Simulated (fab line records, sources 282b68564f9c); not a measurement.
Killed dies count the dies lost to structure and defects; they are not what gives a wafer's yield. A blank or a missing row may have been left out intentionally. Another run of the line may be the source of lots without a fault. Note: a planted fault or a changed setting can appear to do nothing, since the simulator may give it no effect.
A struck lot beside a sound one	flow rit-cmos	44 out of 202 route steps
Sound: wafers L370.1, L370.4, L370.5. The struck wafers were L372.1, L372.4, L372.6. Last of all comes the cause.
Each step with rows lists, per side, the tool, then ch with its chambers, then its first start. Under that, the readings that differ: sound wafers	struck wafers	difference of the means	sigmas: that difference in standard deviations of wafers without a fault.
alike: readings with means less than 2 such deviations apart, plus words and numbers identical on both sides. not compared: withheld readings, readings lacking a value on some wafer, bounds such as >300 that could conceal the same value, and numbers that have no deviation in the record and whose values overlap.
A row with sigmas, a row that says differs or no value, or rows on one side alone: a step with any of these is where the two part. When numbers do not overlap yet have no deviation, they are printed without sigmas and do not part them. A reading missing from all wafers of one side parts the sides only when that side holds two or more wafers.

first, 3 steps without rows for these wafers: RIT_REOX_CLEAN_01 (cleans in dHF, time 30 s); RIT_REOX_CLEAN_02 (cleans in SC2, time 600 s); RIT_REOX_OXIDATION_03 (target thk 25.2 nm, ox time 5580 s).
RIT_REOX_THK_MEAS_04:
  sound on film-metro-03, day 5 06:59; struck on film-metro-04, day 5 14:06
  alike: REOX_OXIDE_THK
then, 6 steps without rows for these wafers: RIT_NLDD_HMDS_00 (prime time 60 s); RIT_NLDD_COAT_01 (resist thk 1000 nm); RIT_NLDD_SOFTBAKE_02 (time 60 s); RIT_NLDD_EXPOSE_03 (exposes mask M7, target cd 40700 nm); RIT_NLDD_PEB_04; RIT_NLDD_DEVELOP_05 (develop time 50 s).
RIT_NLDD_OVL_MEAS_06:
  sound on overlay-01, day 5 07:54; struck on overlay-02, day 5 15:05
  alike: NLDD_OVL
then, 1 step without rows for these wafers: RIT_NLDD_HARDBAKE_07 (time 60 s).
RIT_NLDD_IMPLANT_08:
  sound on implanter-01 ch 0, day 5 08:05; struck on implanter-01 ch 0, day 5 15:18
reading	sound	struck	difference	sigmas
beam-energy-keV	19.997 20.000 19.996	16.398 16.401 16.399	-3.598	-99 or more
model.implant.rp-nm (nm)	27.35 27.35 27.35	23.83 23.83 23.83	-3.52	
model.implant.drp-nm (nm)	12.97 12.97 12.97	11.51 11.51 11.51	-1.46	
  alike: end-station-pressure-torr
RIT_NLDD_STRIP_09: strips in O2, time 180 s.
  sound on plasma-asher-02 ch 0, day 5 08:14; struck on plasma-asher-02 ch 0,1, day 5 15:27
  alike: drypump-motor-current-A
  not compared: rf-hours-counter-h
RIT_NLDD_TW_MEAS_10:
  sound on film-metro-01, day 5 08:25; struck on film-metro-02, day 5 15:38
reading	sound	struck	difference	sigmas
NLDD_TW	2493 2490 2499	2341 2343 2349	-150	-7
then, 6 steps without rows for these wafers: RIT_PLDD_HMDS_00 (prime time 60 s); RIT_PLDD_COAT_01 (resist thk 1000 nm); RIT_PLDD_SOFTBAKE_02 (time 60 s); RIT_PLDD_EXPOSE_03 (exposes mask M8, target cd 40900 nm); RIT_PLDD_PEB_04; RIT_PLDD_DEVELOP_05 (develop time 50 s).
RIT_PLDD_OVL_MEAS_06:
  sound on overlay-02, day 5 09:19; struck on overlay-02, day 5 16:46
  alike: PLDD_OVL
then, 2 steps without rows for these wafers: RIT_PLDD_HARDBAKE_07 (time 60 s); RIT_PLDD_IMPLANT_08.
RIT_PLDD_STRIP_09: strips in O2, time 180 s.
  sound on plasma-asher-01 ch 0,1, day 5 09:39; struck on plasma-asher-04 ch 0,1, day 5 17:07
  alike: drypump-motor-current-A
  not compared: rf-hours-counter-h
RIT_PLDD_TW_MEAS_10:
  sound on film-metro-03, day 5 09:50; struck on film-metro-01, day 5 17:17
  alike: PLDD_TW
then, 4 steps without rows for these wafers: RIT_SPACER_CLEAN_00 (cleans in SC1, time 600 s); RIT_SPACER_CLEAN_01 (cleans in dHF, time 30 s); RIT_SPACER_CLEAN_02 (cleans in SC2, time 600 s); RIT_SPACER_CVD_03 (deposits Si3N4 from SiH2Cl2/NH3, target thk 250 nm, time 3300 s).
RIT_SPACER_THK_MEAS_04:
  sound on film-metro-02, day 5 12:22; struck on film-metro-04, day 5 19:42
  alike: SPACER_NITRIDE_THK
RIT_SPACER_ETCHBACK_05: etches Si3N4 in SF6/CHF3, stops on SiO2, target depth 250 nm, time 240 s.
  sound on rie-diel-01 ch 0,1,2, day 5 12:25; struck on rie-diel-03 ch 0,1,2, day 5 19:46
  alike: drypump-motor-current-A, oes-product-au, throttle-valve-pct
  not compared: rf-hours-counter-h
then, 6 steps without rows for these wafers: RIT_NSD_HMDS_00 (prime time 60 s); RIT_NSD_COAT_01 (resist thk 1000 nm); RIT_NSD_SOFTBAKE_02 (time 60 s); RIT_NSD_EXPOSE_03 (exposes mask M9, target cd 40700 nm); RIT_NSD_PEB_04; RIT_NSD_DEVELOP_05 (develop time 50 s).
RIT_NSD_OVL_MEAS_06:
  sound on overlay-01, day 5 13:33; struck on overlay-02, day 5 20:46
  alike: NSD_OVL
then, 2 steps without rows for these wafers: RIT_NSD_HARDBAKE_07 (time 60 s); RIT_NSD_IMPLANT_08.
RIT_NSD_STRIP_09: strips in O2, time 180 s.
  sound on plasma-asher-04 ch 0,1, day 5 13:53; struck on plasma-asher-04 ch 0,1, day 5 21:05
  alike: drypump-motor-current-A
  not compared: rf-hours-counter-h
RIT_SDANNEAL_RS_MEAS_07: measurement is done with a four-point probe.
  sound on film-metro-03, day 5 16:20; struck on film-metro-02, day 5 23:56
reading	sound	struck	difference	sigmas
NLDD_RS (ohm/sq)	152.2 152.3 152.5	155.6 155.1 154.6	+2.8	+5
RIT_M1_PROBE_99:
  sound on prober-01, day 5 23:25; struck on prober-01, day 6 07:07
reading	sound	struck	difference	sigmas
model.etest.nmos_0p15.r-on-ohm-um	1171 1141 1167	1270 1290 1268	+116	
model.etest.nmos_0p3.r-on-ohm-um	2169 2131 2175	2313 2313 2289	+147	
model.etest.nldd.rs-ohm-sq	386.5 387.8 380.8	490.7 482.1 487.3	+101.7	
model.etest.nmos-turned.drive-ua-um	319.9 327.3 328.4	256.7 257.6 262.2	-66.4	
model.etest.nldd.line-ohm-um	120.9 123.6 121.4	154.5 151.8 154	+31.5	
model.etest.nmos_0p15.drive-ua-um	459.1 469 454.7	422.4 416.5 421.9	-40.7	
model.etest.nmos_0p15.swing-mv-dec	85.42 85.2 85.36	84.55 84.72 84.53	-0.73	
model.etest.nmos-turned.isub-log10-a-um	-7.193 -7.124 -7.21	-7.397 -7.415 -7.414	-0.233	
  alike: killed-at-contacts, killed-at-front-end, killed-dies, killed-open, killed-short

## WHERE THEY PART
First at RIT_NLDD_IMPLANT_08; last, within this record, at RIT_SDANNEAL_RS_MEAS_07. Later steps at which nothing parts them and some readings are alike: RIT_M1_PROBE_99.

WHY: whatever the simulator had introduced
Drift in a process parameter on implanter-01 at RIT_NLDD_IMPLANT_08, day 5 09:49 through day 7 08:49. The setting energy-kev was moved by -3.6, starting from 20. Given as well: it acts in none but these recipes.
